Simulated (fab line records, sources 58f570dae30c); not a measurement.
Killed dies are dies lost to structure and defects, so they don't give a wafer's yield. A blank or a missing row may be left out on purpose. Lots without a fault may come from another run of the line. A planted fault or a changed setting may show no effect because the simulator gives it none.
Which tool did it? | flow berkeley_cmos170 | 15 lots, 45 wafers sampled, at 1 step of a route of 331

WHAT THE GAUGES READ, wafer by wafer
The record holds no reading of a measuring or inspecting step that can be judged against a usual standard deviation.

WHICH TOOL RAN EACH LOT (tool, then ch and the chambers of the sampled wafers, then the start)
lot  | UCB170_NWELL_IMPLANT_14
L335 | implanter-04 ch 0, day 2 09:59
L336 | implanter-03 ch 0, day 2 15:50
L337 | implanter-03 ch 0, day 2 19:07
L338 | implanter-04 ch 0, day 3 03:26
L339 | implanter-03 ch 0, day 3 03:31
L340 | implanter-03 ch 0, day 3 18:26
L342 | implanter-04 ch 0, day 4 01:58
L343 | implanter-02 ch 0, day 4 16:56
L344 | implanter-04 ch 0, day 4 17:11
L345 | implanter-03 ch 0, day 5 00:19
L350 | implanter-03 ch 0, day 5 13:39
L349 | implanter-04 ch 0, day 5 13:56
L352 | implanter-03 ch 0, day 6 03:17
L356 | implanter-03 ch 0, day 6 15:55
L358 | implanter-04 ch 0, day 6 23:04
- UCB170_NWELL_IMPLANT_14

WHAT THE TOOLS THEMSELVES READ (means of the sampled wafers that have a number; where no wafer has one, the mark that the record gives instead)
UCB170_NWELL_IMPLANT_14. Usual: beam_energy_keV 149.99, standard deviation 0.045; end_station_pressure_torr 5.02e-06 Torr, standard deviation 2.7e-07.
lot  | tool         | beam_energy_keV | end_station_pressure_torr (Torr) | flag
L335 | implanter-04 | 149.98          | 5.27e-06                         |
L336 | implanter-03 | 150.02          | 4.97e-06                         |
L337 | implanter-03 | 150.00          | 4.83e-06                         |
L338 | implanter-04 | 149.94          | 5.13e-06                         |
L339 | implanter-03 | 150.06          | 4.75e-06                         |
L340 | implanter-03 | 150.02          | 5.05e-06                         |
L342 | implanter-04 | 149.98          | 4.97e-06                         |
L343 | implanter-02 | 149.99          | 4.83e-06                         |
L344 | implanter-04 | 149.97          | 4.96e-06                         |
L345 | implanter-03 | 149.94          | 4.90e-06                         |
L350 | implanter-03 | 142.57          | 4.94e-06                         | OFF
L349 | implanter-04 | 150.05          | 4.53e-06                         |
L352 | implanter-03 | 142.61          | 4.95e-06                         | OFF
L356 | implanter-03 | 142.65          | 5.16e-06                         | OFF
L358 | implanter-04 | 149.99          | 5.12e-06                         |

THE ANSWER, worked out from the rows above alone
Rule: a lot is off if the mean of its wafers that have a number lies more than 3 standard deviations from the usual mean. A lot without any number at a reading at which 4 lots or more have one is off too. The other lots that the step has rows for count as sound. The gauges are gone through in route order, then the tools' own readings, and for those a lot's mean is taken as printed above. The first step at which some lot is off is used, and at that step the reading that is off furthest; a lot without a number counts as furthest.
Off: L350, L352, L356, at UCB170_NWELL_IMPLANT_14 (beam_energy_keV).
A tool fits if, at that step or a process step before it, it ran every lot that is off, and no sound lot after the first of them. One fits: implanter-03 at UCB170_NWELL_IMPLANT_14. Its last sound lot is L345 (day 5 00:19), its first lot that is off L350 (day 5 13:39): a fault that began between those two fits.
The tool's own readings at UCB170_NWELL_IMPLANT_14 bear it out: on the lots that are off they differ by more than 5 times the standard deviation of the sound lots' means. beam_energy_keV reads 142.61 there against 150.00 on the sound lots.

WHAT THE SIMULATOR HAD PUT IN
Process parameter drift: implanter-03, from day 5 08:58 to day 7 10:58, at UCB170_NWELL_IMPLANT_14. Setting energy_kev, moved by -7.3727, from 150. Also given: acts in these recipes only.
Lots struck among those shown: L350, L352, L356. The rule above found the same.
